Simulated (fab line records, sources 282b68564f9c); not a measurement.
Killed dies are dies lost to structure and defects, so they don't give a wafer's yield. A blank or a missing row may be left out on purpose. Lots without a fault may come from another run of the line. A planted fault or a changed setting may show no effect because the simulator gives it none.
fab line records | flow rit_cmos
record lots=6 wafers=18 last_day=7
route steps=202 shown GATE@89 REOX@98 NLDD@103 PLDD@114 SPACER@125 M1@202
lots that met no fault: from a run of the same line without faults
start_h: hours from the record's first day to the start of the lot's first wafer shown | wait_h: hours since the lot's step before | " the same as in the row above | L1.1+2: a row that stands for several wafers | - no value, or no start given | * or withheld: withheld | < > ~ a bound
route shown NAME@n: a module of which the file shows steps, and the number in the route of the first | usual: mean/standard deviation of fault-free wafers | same: alike in all rows | chamber/n: place in a boat | sites: the reading at each site | _std_site: their standard deviation | _edge_site: outer sites' mean less inner sites' | radius_mm: how far each site lies from the wafer's centre | mask NAME#n: copy n | behind: the tool/chamber that last shaped the wafer | hold: why the lot was held/for how many hours/how that ended | device: the transistor (n, p or np) that didn't switch | end of line: the same wafers' tests at the end of the route | a step without rows: its recipe alone | killed: dies lost to structure and defects at the first sort, not the wafer's yield | map: a wafer's dies, x killed, . not, _ none there
set.NAME: the setting as run; set.NAME@STEP: as run at that earlier step | model.NAME: the simulator's own value behind a step, which no gauge read
lots at some steps of the route; a table a step, a row a wafer
services: from which hour (start_h, from the record's first day; less than 0 if before it) a tool's chamber was out of use, for how many hours, and why
## steps
# step RIT_GATE_EXPOSE_13
# recipe mask_id=M6 na=0.6 source_shape=conventional sigma_outer=0.6 target_cd_nm=150 dose_mj=380
# step RIT_GATE_PEB_14
# recipe resist=NOVOLAK temp_c=withheld time_s=withheld
# step RIT_GATE_DEVELOP_15
# recipe resist=NOVOLAK develop_time_s=50 dev_temp_c=23
# step RIT_GATE_CD_MEAS_16
# recipe target_cd_nm=150
# usual cd_nm=150.4/3
# columns lot.wafer tool chamber start_h wait_h cd_nm
L322.3 cd_sem-02 - 59.53 - 153.1
L322.4 " - " " 154.0
L322.5 " - " " 154.0
L325.1 cd_sem-02 - 78.07 - 151.8
L325.4 " - " " 152.3
L325.5 " - " " 148.4
L331.2 cd_sem-02 - 107.63 - 154.4
L331.3 " - " " 154.2
L331.4 " - " " 152.7
L332.3 cd_sem-02 - 110.49 - 146.1
L332.4 " - " " 147.4
L332.6 " - " " 147.9
L337.3 cd_sem-01 - 137.23 - 151.3
L337.4 " - " " 154.7
L337.5 " - " " 152.4
L338.2 cd_sem-01 - 138.37 - 155.1
L338.4 " - " " 157.0
L338.6 " - " " 155.6
# step RIT_GATE_OVL_MEAS_17
# usual GATE_OVL=0.4/1.3
# columns lot.wafer tool chamber start_h wait_h GATE_OVL[nm]
L322.3 overlay-02 - 59.63 0.1 1.3
L322.4 " - " " 1.9
L322.5 " - " " 1.8
L325.1 overlay-02 - 78.19 0.1 0.5
L325.4 " - " " -1.2
L325.5 " - " " -1.2
L331.2 overlay-01 - 107.73 0.1 0.3
L331.3 " - " " 0.7
L331.4 " - " " 1.4
L332.3 overlay-02 - 110.58 0.1 -0.5
L332.4 " - " " -0.7
L332.6 " - " " -2.2
L337.3 overlay-01 - 137.33 0.1 -0.4
L337.4 " - " " -0.9
L337.5 " - " " -0.6
L338.2 overlay-02 - 138.47 0.1 -1.3
L338.4 " - " " -1.4
L338.6 " - " " -1.6
# step RIT_GATE_HARDBAKE_18
# recipe resist=NOVOLAK temp_c=140 time_s=60
# step RIT_GATE_ETCH_19
# recipe chemistry=SF6/CHF3/O2 time_s=165 SF6_flow_sccm=30 CHF3_flow_sccm=30 O2_flow_sccm=5 target=poly-Si pressure_mtorr=40 rf_w=160 target_depth_a=3125 over_etch_frac=0.25 stop_on=SiO2
# usual O2_flow_sccm=4.998/0.016 drypump_motor_current_A=5.7/0.48 oes_product_au=0.850/0.013 throttle_valve_pct=10.20/0.12
# columns lot.wafer tool chamber start_h wait_h O2_flow_sccm drypump_motor_current_A oes_product_au rf_hours_counter_h throttle_valve_pct
L322.3 rie_si-02 0 59.80 0.1 5.006 6.2 0.865 144 10.28
L322.4 " 0 " " 5.013 6.1 0.856 - 10.27
L322.5 " 3 " " 4.986 5.4 0.843 - 10.25
L325.1 rie_si-01 1 78.38 0.1 4.979 5.5 0.847 34 10.16
L325.4 " 0 " " 4.969 5.0 0.849 4 10.03
L325.5 " 1 " " 4.995 5.5 0.849 - 10.16
L331.2 rie_si-01 0 107.91 0.1 5.001 5.0 0.848 4 10.04
L331.3 " 2 " " 4.976 6.1 0.842 101 10.16
L331.4 " 3 " " 4.983 6.1 0.838 3 10.48
L332.3 rie_si-02 3 110.76 0.1 4.998 5.4 0.832 1 10.27
L332.4 " 0 " " 5.013 6.2 0.852 145 10.29
L332.6 " 0 " " 5.028 6.2 0.863 - 10.29
L337.3 rie_si-01 2 137.50 0.1 4.970 6.1 0.842 101 10.18
L337.4 " 0 " " 4.980 5.0 0.844 4 10.05
L337.5 " 2 " " 4.992 6.2 0.838 - 10.18
L338.2 rie_si-02 1 138.65 0.1 5.014 6.1 0.865 119 10.04
L338.4 " 2 " " 4.990 4.9 0.841 - 10.22
L338.6 " 1 " " 5.005 6.0 0.855 - 10.04
# step RIT_GATE_STRIP_20
# recipe chemistry=O2 time_s=180 resist=NOVOLAK platen_temp_c=withheld power_w=500 pressure_mtorr=4000 o2_flow_sccm=4000
# usual drypump_motor_current_A=5.7/0.37
# columns lot.wafer tool chamber start_h wait_h drypump_motor_current_A rf_hours_counter_h
L322.3 plasma_asher-01 1 59.97 0.1 6.0 -
L322.4 " 0 " " 5.2 -
L322.5 " 0 " " 5.2 -
L325.1 plasma_asher-03 1 78.48 0.1 6.1 43
L325.4 " 1 " " 6.1 -
L325.5 " 0 " " 5.9 -
L331.2 plasma_asher-01 1 108.02 0.1 6.0 47
L331.3 " 1 " " 6.0 -
L331.4 " 0 " " 5.2 -
L332.3 plasma_asher-01 1 110.92 0.1 6.0 -
L332.4 " 0 " " 5.2 -
L332.6 " 1 " " 6.0 -
L337.3 plasma_asher-03 0 137.67 0.1 5.9 -
L337.4 " 1 " " 6.2 -
L337.5 " 1 " " 6.2 -
L338.2 plasma_asher-03 0 138.76 0.1 5.9 2
L338.4 " 1 " " 6.2 -
L338.6 " 1 " " 6.2 -
# step RIT_GATE_CD_MEAS_90
# recipe target_cd_nm=150
# usual cd_nm=150/3
# columns lot.wafer tool chamber start_h wait_h cd_nm
L322.3 cd_sem-01 - 60.12 0.1 153
L322.4 " - " " 154
L322.5 " - " " 154
L325.1 cd_sem-01 - 78.66 0.1 152
L325.4 " - " " 153
L325.5 " - " " 149
L331.2 cd_sem-01 - 108.22 0.1 154
L331.3 " - " " 154
L331.4 " - " " 153
L332.3 cd_sem-01 - 111.08 0.1 146
L332.4 " - " " 147
L332.6 " - " " 148
L337.3 cd_sem-01 - 137.82 0.1 151
L337.4 " - " " 154
L337.5 " - " " 152
L338.2 cd_sem-01 - 138.96 0.1 155
L338.4 " - " " 157
L338.6 " - " " 156
# step RIT_REOX_CLEAN_00
# recipe chemistry=SC1 mix=3:3:50 time_s=600 temp_c=75
# step RIT_REOX_CLEAN_01
# recipe chemistry=dHF dilution=50:1 time_s=30
# step RIT_REOX_CLEAN_02
# recipe chemistry=SC2 mix=3:3:50 time_s=586.1 temp_c=75 dry=n2_spin
# step RIT_REOX_OXIDATION_03
# recipe temp_c=900 ambient=O2 target_thk_a=252 ox_time_s=5580
# usual ox_temp_c=900.1/0.4 spike_tc_load_C=924.3/1.1
# columns lot.wafer tool chamber start_h wait_h ox_temp_c spike_tc_load_C
L322.3 furnace-03 0 61.68 1.1 900.1 924.7
L322.4 " 0 " " 900.2 925.5
L322.5 " 0 " " 900.6 923.7
L325.1 furnace-03 0 79.15 0.0 900.4 926.1
L325.4 " 0 " " 899.7 925.5
L325.5 " 0 " " 900.2 922.8
L331.2 furnace-03 0 109.86 1.2 899.7 923.0
L331.3 " 0 " " 899.4 923.3
L331.4 " 0 " " 899.5 924.0
L332.3 furnace-03 0 113.48 1.9 899.8 923.2
L332.4 " 0 " " 900.1 926.1
L332.6 " 0 " " 900.2 925.4
L337.3 furnace-01 0 138.74 0.5 899.8 922.8
L337.4 " 0 " " 900.2 922.8
L337.5 " 0 " " 899.9 923.6
L338.2 furnace-01 0 141.54 2.1 900.1 923.8
L338.4 " 0 " " 900.3 924.4
L338.6 " 0 " " 899.6 925.0
# step RIT_REOX_THK_MEAS_04
# recipe reads=SiO2_of_REOX_OXIDATION_03
# usual REOX_OXIDE_THK=25.1/0.46
# columns lot.wafer tool chamber start_h wait_h REOX_OXIDE_THK[nm]
L322.3 film_metro-01 - 64.25 0.0 25.8
L322.4 " - " " 26.0
L322.5 " - " " 26.0
L325.1 film_metro-03 - 81.70 0.0 25.2
L325.4 " - " " 25.1
L325.5 " - " " 25.3
L331.2 film_metro-01 - 112.42 0.0 24.6
L331.3 " - " " 25.2
L331.4 " - " " 24.9
L332.3 film_metro-03 - 116.05 0.0 25.5
L332.4 " - " " 25.6
L332.6 " - " " 25.4
L337.3 film_metro-01 - 141.31 0.0 24.7
L337.4 " - " " 24.8
L337.5 " - " " 24.8
L338.2 film_metro-03 - 144.10 0.0 25.6
L338.4 " - " " 25.5
L338.6 " - " " 25.3
# step RIT_NLDD_HMDS_00
# recipe prime_time_s=60 prime_temp_c=140
# step RIT_NLDD_COAT_01
# recipe resist=NOVOLAK spin_rpm=3250 resist_thk_nm=1000
# step RIT_NLDD_SOFTBAKE_02
# recipe resist=NOVOLAK temp_c=90 time_s=60
# step RIT_NLDD_EXPOSE_03
# recipe mask_id=M7 na=0.57 target_cd_nm=40700 dose_mj=250
# step RIT_NLDD_PEB_04
# recipe resist=NOVOLAK temp_c=withheld time_s=withheld
# step RIT_NLDD_DEVELOP_05
# recipe resist=NOVOLAK develop_time_s=50 dev_temp_c=23
# step RIT_NLDD_OVL_MEAS_06
# usual NLDD_OVL=-0.2/1.6
# columns lot.wafer tool chamber start_h wait_h NLDD_OVL[nm]
L322.3 overlay-01 - 65.27 - -1.4
L322.4 " - " " -0.6
L322.5 " - " " -2.4
L325.1 overlay-01 - 82.73 - 0.9
L325.4 " - " " 0.1
L325.5 " - " " -0.4
L331.2 overlay-01 - 113.32 - -0.1
L331.3 " - " " -0.7
L331.4 " - " " 0.4
L332.3 overlay-02 - 117.08 - -0.1
L332.4 " - " " 0.7
L332.6 " - " " -0.1
L337.3 overlay-02 - 142.34 - -1.5
L337.4 " - " " -1.4
L337.5 " - " " -0.8
L338.2 overlay-01 - 145.01 - 2.8
L338.4 " - " " 1.2
L338.6 " - " " 1.5
# step RIT_NLDD_HARDBAKE_07
# recipe resist=NOVOLAK temp_c=140 time_s=60
# step RIT_NLDD_IMPLANT_08
# recipe species=P energy_kev=20 dose_cm2=5e+14 tilt_deg=7
# step RIT_NLDD_STRIP_09
# recipe chemistry=O2 time_s=180 resist=NOVOLAK platen_temp_c=withheld power_w=500 pressure_mtorr=4000 o2_flow_sccm=4000
# usual drypump_motor_current_A=5.80/0.29
# columns lot.wafer tool chamber start_h wait_h drypump_motor_current_A rf_hours_counter_h
L322.3 plasma_asher-04 0 65.66 0.1 5.99 -
L322.4 " 1 " " 5.57 -
L322.5 " 1 " " 5.59 -
L325.1 plasma_asher-03 1 83.07 0.1 6.12 44
L325.4 " 0 " " 5.88 -
L325.5 " 0 " " 5.82 -
L331.2 plasma_asher-04 0 113.65 0.1 5.99 44
L331.3 " 1 " " 5.59 -
L331.4 " 0 " " 5.98 -
L332.3 plasma_asher-04 0 117.46 0.1 5.99 -
L332.4 " 1 " " 5.58 -
L332.6 " 1 " " 5.57 -
L337.3 plasma_asher-01 1 142.72 0.1 6.03 -
L337.4 " 0 " " 5.22 -
L337.5 " 1 " " 6.04 -
L338.2 plasma_asher-04 1 145.34 0.1 5.57 47
L338.4 " 1 " " 5.58 -
L338.6 " 0 " " 5.99 -
# step RIT_NLDD_TW_MEAS_10
# usual NLDD_TW=2510/14
# columns lot.wafer tool chamber start_h wait_h NLDD_TW
L322.3 film_metro-01 - 65.79 0.1 2486
L322.4 " - " " 2494
L322.5 " - " " 2496
L325.1 film_metro-04 - 83.24 0.1 2499
L325.4 " - " " 2486
L325.5 " - " " 2487
L331.2 film_metro-02 - 113.84 0.1 2528
L331.3 " - " " 2529
L331.4 " - " " 2539
L332.3 film_metro-02 - 117.60 0.1 2550
L332.4 " - " " 2550
L332.6 " - " " 2532
L337.3 film_metro-04 - 142.86 0.1 2517
L337.4 " - " " 2516
L337.5 " - " " 2498
L338.2 film_metro-04 - 145.52 0.1 2489
L338.4 " - " " 2484
L338.6 " - " " 2502
# step RIT_PLDD_HMDS_00
# recipe prime_time_s=60 prime_temp_c=140
# step RIT_PLDD_COAT_01
# recipe resist=NOVOLAK spin_rpm=3276 resist_thk_nm=1000
# step RIT_PLDD_SOFTBAKE_02
# recipe resist=NOVOLAK temp_c=90 time_s=60
# step RIT_PLDD_EXPOSE_03
# recipe mask_id=M8 na=0.57 target_cd_nm=40900 dose_mj=250
# step RIT_PLDD_PEB_04
# recipe resist=NOVOLAK temp_c=withheld time_s=withheld
# step RIT_PLDD_DEVELOP_05
# recipe resist=NOVOLAK develop_time_s=50 dev_temp_c=23
# step RIT_PLDD_OVL_MEAS_06
# usual PLDD_OVL=0.9/1.5
# columns lot.wafer tool chamber start_h wait_h PLDD_OVL[nm]
L322.3 overlay-01 - 66.69 - 2.9
L322.4 " - " " 3.5
L322.5 " - " " 4.0
L325.1 overlay-01 - 84.28 - 2.5
L325.4 " - " " 2.6
L325.5 " - " " 1.5
L331.2 overlay-01 - 114.87 - 0.2
L331.3 " - " " -0.5
L331.4 " - " " 0.2
L332.3 overlay-01 - 118.50 - 1.9
L332.4 " - " " 0.5
L332.6 " - " " 2.5
L337.3 overlay-02 - 143.89 - -0.6
L337.4 " - " " -0.7
L337.5 " - " " -0.6
L338.2 overlay-01 - 146.43 - 3.2
L338.4 " - " " 1.7
L338.6 " - " " 1.2
# step RIT_PLDD_HARDBAKE_07
# recipe resist=NOVOLAK temp_c=140 time_s=60
# step RIT_PLDD_IMPLANT_08
# recipe species=BF2 energy_kev=20 dose_cm2=9e+14 tilt_deg=7
# step RIT_PLDD_STRIP_09
# recipe chemistry=O2 time_s=180 resist=NOVOLAK platen_temp_c=withheld power_w=500 pressure_mtorr=4000 o2_flow_sccm=4181
# usual drypump_motor_current_A=5.69/0.29
# columns lot.wafer tool chamber start_h wait_h drypump_motor_current_A rf_hours_counter_h
L322.3 plasma_asher-01 0 67.08 0.1 5.19 -
L322.4 " 1 " " 6.00 -
L322.5 " 0 " " 5.21 -
L325.1 plasma_asher-04 1 84.61 0.1 5.60 41
L325.4 " 1 " " 5.57 -
L325.5 " 1 " " 5.59 -
L331.2 plasma_asher-04 0 115.20 0.1 5.99 44
L331.3 " 0 " " 5.95 -
L331.4 " 1 " " 5.55 -
L332.3 plasma_asher-01 1 118.88 0.1 6.05 -
L332.4 " 0 " " 5.20 -
L332.6 " 0 " " 5.22 -
L337.3 plasma_asher-04 1 144.27 0.1 5.55 -
L337.4 " 0 " " 5.97 -
L337.5 " 1 " " 5.58 -
L338.2 plasma_asher-02 0 146.76 0.1 5.80 38
L338.4 " 1 " " 5.38 -
L338.6 " 0 " " 5.78 -
# step RIT_PLDD_TW_MEAS_10
# usual PLDD_TW=2364/12
# columns lot.wafer tool chamber start_h wait_h PLDD_TW
L322.3 film_metro-01 - 67.21 0.1 2356
L322.4 " - " " 2355
L322.5 " - " " 2346
L325.1 film_metro-04 - 84.79 0.1 2366
L325.4 " - " " 2361
L325.5 " - " " 2358
L331.2 film_metro-04 - 115.38 0.1 2362
L331.3 " - " " 2361
L331.4 " - " " 2355
L332.3 film_metro-02 - 119.02 0.1 2396
L332.4 " - " " 2385
L332.6 " - " " 2393
L337.3 film_metro-01 - 144.40 0.1 2375
L337.4 " - " " 2373
L337.5 " - " " 2372
L338.2 film_metro-04 - 146.94 0.1 2346
L338.4 " - " " 2353
L338.6 " - " " 2352
# step RIT_SPACER_CLEAN_00
# recipe chemistry=SC1 mix=3:3:50 time_s=600 temp_c=75
# step RIT_SPACER_CLEAN_01
# recipe chemistry=dHF dilution=50:1 time_s=30
# step RIT_SPACER_CLEAN_02
# recipe chemistry=SC2 mix=3:3:50 time_s=600 temp_c=75 dry=n2_spin
# step RIT_SPACER_CVD_03
# recipe material=Si3N4 target_thk_nm=250 temp_c=810 precursor=SiH2Cl2/NH3 time_s=3300 pressure_mtorr=300 sih2cl2_flow_sccm=60 nh3_flow_sccm=150
# step RIT_SPACER_THK_MEAS_04
# recipe reads=Si3N4_of_SPACER_CVD_03
# usual SPACER_NITRIDE_THK=251.5/2.1
# columns lot.wafer tool chamber start_h wait_h SPACER_NITRIDE_THK[nm]
L322.3 film_metro-03 - 69.57 0.0 249.3
L322.4 " - " " 251.1
L322.5 " - " " 249.8
L325.1 film_metro-03 - 87.49 0.0 251.4
L325.4 " - " " 252.0
L325.5 " - " " 253.9
L331.2 film_metro-03 - 117.73 0.0 254.9
L331.3 " - " " 256.9
L331.4 " - " " 257.2
L332.3 film_metro-01 - 121.38 0.0 251.2
L332.4 " - " " 251.3
L332.6 " - " " 253.2
L337.3 film_metro-02 - 146.75 0.0 254.1
L337.4 " - " " 255.7
L337.5 " - " " 254.9
L338.2 film_metro-03 - 149.49 0.0 247.1
L338.4 " - " " 249.9
L338.6 " - " " 248.0
# step RIT_SPACER_ETCHBACK_05
# recipe target_depth_a=2500 SF6_flow_sccm=30 CHF3_flow_sccm=30 target=Si3N4 chemistry=SF6/CHF3 pressure_mtorr=40 rf_w=250 time_s=240 stop_on=SiO2
# usual drypump_motor_current_A=5.6/0.52 oes_product_au=0.845/0.016 throttle_valve_pct=10.30/0.14
# columns lot.wafer tool chamber start_h wait_h drypump_motor_current_A oes_product_au rf_hours_counter_h throttle_valve_pct
L322.3 rie_diel-04 1 69.61 0.0 5.7 0.842 157 10.25
L322.4 " 0 " " 5.7 0.843 75 10.28
L322.5 " 3 " " 4.7 0.855 - 10.07
L325.1 rie_diel-01 2 87.55 0.1 5.7 0.853 6 10.38
L325.4 " 0 " " 6.5 0.839 1 10.33
L325.5 " 2 " " 5.7 0.866 - 10.40
L331.2 rie_diel-04 2 117.78 0.0 5.1 0.875 0 10.36
L331.3 " 3 " " 4.7 0.866 106 10.07
L331.4 " 2 " " 5.1 0.878 - 10.37
L332.3 rie_diel-01 2 121.42 0.0 5.8 0.848 7 10.39
L332.4 " 1 " " 5.7 0.836 - 10.43
L332.6 " 3 " " 5.9 0.839 - 10.31
L337.3 rie_diel-01 1 146.79 0.0 5.7 0.831 68 10.44
L337.4 " 0 " " 6.5 0.864 2 10.35
L337.5 " 0 " " 6.5 0.852 - 10.33
L338.2 rie_diel-02 0 149.54 0.0 6.2 0.849 143 10.48
L338.4 " 1 " " 5.9 0.832 9 10.37
L338.6 " 0 " " 6.2 0.849 - 10.48
# step RIT_M1_PROBE_99
# usual killed_at_M0_to_M3=0.0/0.12 killed_at_contacts=0.0/0.22 killed_at_front_end=7/3.2 killed_dies=8/3.2 killed_on_rim=1.9/1.4 killed_open=3.7/2.1 killed_short=3.8/2.2
# same gross_dies=264 killed_at_M4_up=0 killed_at_back_side=0 killed_at_other=0
# columns lot.wafer tool chamber start_h wait_h killed_at_M0_to_M3 killed_at_contacts killed_at_front_end killed_dies killed_on_rim killed_open killed_short
L322.3 prober-01 - 81.15 0.2 0 0 9 9 2 5 4
L322.4 prober-01 - 81.20 0.2 0 0 4 4 0 2 2
L322.5 prober-01 - 81.25 0.2 0 0 4 4 2 3 1
L325.1 prober-02 - 98.69 0.1 0 0 6 6 0 1 5
L325.4 prober-02 - 98.84 0.2 0 0 3 3 0 2 1
L325.5 prober-02 - 98.89 0.2 0 0 8 8 2 4 4
L331.2 prober-02 - 129.10 0.1 0 0 184 184 57 3 3
L331.3 prober-02 - 129.15 0.2 1 0 177 178 52 1 5
L331.4 prober-02 - 129.20 0.2 0 0 181 181 50 2 4
L332.3 prober-01 - 132.52 0.2 0 0 176 176 47 0 1
L332.4 prober-01 - 132.57 0.2 0 0 182 182 48 1 6
L332.6 prober-01 - 132.67 0.2 0 0 179 179 50 4 0
L338.2 prober-01 - 161.08 0.1 0 0 3 3 0 2 1
L338.4 prober-01 - 161.18 0.2 0 1 1 2 0 2 0
L338.6 prober-01 - 161.28 0.2 0 0 3 3 0 1 2
# killed by level:class
L322.3 FOX1:geometric_particle:short=3 FOX1:geometric_particle:open=2 GATE:geometric_particle:open=2 SILICIDE:geometric_particle:open=1 SILICIDE:geometric_particle:short=1
L322.4 GATE:geometric_particle:open=1 GATE:geometric_particle:short=1 REOX:geometric_particle:open=1 SPACER:geometric_particle:short=1
L322.5 GATE:geometric_particle:open=2 FOX1:geometric_particle:open=1 REOX:geometric_particle:short=1
L325.1 GATE:geometric_particle:short=3 FOX1:geometric_particle:short=1 GATE:geometric_particle:open=1 SPACER:geometric_particle:short=1
L325.4 FOX2:geometric_particle:open=1 GATE:geometric_particle:short=1 SPACER:geometric_particle:open=1
L325.5 SPACER:geometric_particle:open=3 SILICIDE:geometric_particle:short=3 SPACER:geometric_particle:short=1 SILICIDE:geometric_particle:open=1
L331.2 REOX:unspecified=178 FOX1:geometric_particle:short=2 GATE:geometric_particle:open=2 GATE:geometric_particle:short=1 REOX:geometric_particle:open=1
L331.3 REOX:unspecified=172 GATE:geometric_particle:short=3 REOX:geometric_particle:open=1 REOX:geometric_particle:short=1 M1:geometric_particle:short=1
L331.4 REOX:unspecified=175 GATE:geometric_particle:short=3 GATE:geometric_particle:open=1 REOX:geometric_particle:open=1 REOX:geometric_particle:short=1
L332.3 REOX:unspecified=175 SPACER:geometric_particle:short=1
L332.4 REOX:unspecified=175 GATE:geometric_particle:short=2 ACTIVE:geometric_particle:short=1 FOX2:geometric_particle:short=1 REOX:geometric_particle:short=1 SPACER:geometric_particle:open=1 SILICIDE:geometric_particle:short=1
L332.6 REOX:unspecified=175 REOX:geometric_particle:open=2 GATE:geometric_particle:open=1 SPACER:geometric_particle:open=1
L338.2 FOX1:geometric_particle:open=1 GATE:geometric_particle:open=1 SILICIDE:geometric_particle:short=1
L338.4 FOX1:geometric_particle:open=1 CONTACT:geometric_particle:open=1
L338.6 SILICIDE:geometric_particle:short=2 FOX1:geometric_particle:open=1
# map L331.2 (x killed, . not)
________xxx..xx_______
_____.xx.xxxxxxxxx____
____...xxxxx.xxxxx.___
___xxx.x.x.x.xx..xxx__
__xx....x.x.x..x..x.x_
__xxxxx.x.xxxx..xxxxx_
_xxxx.x.xxxx.xx.x.xxxx
_xx.xx.xxx...xxx.xx.xx
_xxxxx.xx.xx.xxxxx.xxx
_x.xxxxxxx.xxxxx....x.
__xx.xxxx.x..xx.xxx.x_
__xx.xx.xxxxx....xx.x_
___xx.xx...x..x.xxxx__
____xx.xxxxxxxx.xx.___
_____xxxx.xx..xxxx____
________xxxxx.x_______
# map L332.4 (x killed, . not)
________.xx.xx._______
_____xxxx.xxx.xxxx____
____.xxxxxxxxx..xxx___
___..xx.xxxx.xxxxxxx__
__xx.x..xx.x.xxxxxxxx_
__xxxxxx.xx...xxx...x_
_....xxxx.xxx....xx.xx
_x.xxxxxxxxxxxxxxxxxx.
_.....xxxx.xxx.x.xx...
_....xxx.x..xx.xx.xxxx
__xx.x.xx.xxxxxx.xxxx_
__x..x.xxx..x..xxxx.x_
___xxxxxxxx.x.xx...x__
____.xx.xxxxxxxxx.x___
_____.xxx..xxxxxxx____
________x.x.xx._______
## services
# columns tool chamber start_h hours kind
furnace-03 - 45.85 9.7 pm
rie_diel-02 0 51.08 6.5 repair
rie_diel-02 1 51.39 4.6 repair
plasma_asher-01 - 54.90 3.0 repair
rie_si-02 2 57.51 - clean
rie_si-02 2 57.51 16.8 scheduled_down
rie_si-02 2 57.51 16.8 vent_cycle
rie_diel-04 2 65.20 3.4 repair
furnace-01 - 68.91 3.5 pm
rie_si-02 3 74.61 3.0 repair
plasma_asher-04 - 89.88 0.5 repair
plasma_asher-03 - 108.75 9.0 pm
plasma_asher-03 0 108.75 9.0 vent_cycle
plasma_asher-03 1 108.75 9.0 vent_cycle
rie_diel-01 0 112.22 31.6 repair
plasma_asher-03 0 117.75 - clean
plasma_asher-03 1 117.75 - clean
rie_diel-04 0 123.51 8.8 repair
rie_diel-01 - 129.58 0.1 repair
rie_si-02 0 132.24 - clean
rie_si-02 0 132.24 21.7 scheduled_down
rie_si-02 0 132.24 21.7 vent_cycle
plasma_asher-02 - 132.94 4.4 repair
furnace-03 - 139.19 4.2 pm
## key
first_sign step=RIT_M1_PROBE_99 reading=killed_at_front_end direction=up sigmas=55 usual=7 struck=180
effect step=RIT_M1_PROBE_99 reading=killed_dies direction=up sigmas=54 usual=8 struck=180
met_at RIT_REOX_OXIDATION_03
struck_wafers L331.2,L331.3,L331.4,L332.3,L332.4,L332.6
tester_left_out L331,L332
onset_between 79.15 109.86
also_fits RIT_GATE_STRIP_20:plasma_asher-01
fault kind=chamber_particle_source tool=furnace-03 chamber=- onset_h=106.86 steps=RIT_REOX_OXIDATION_03 rate_per_visit_cm2=2.108 end_h=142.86
# tester_left_out: of these lots the tester's yield and bins aren't shown, on N5 and GAA mostly nor the transistor test; their killed dies are dies lost to structure and defects alone, not to doping, threshold or leakage, so they don't give the yield
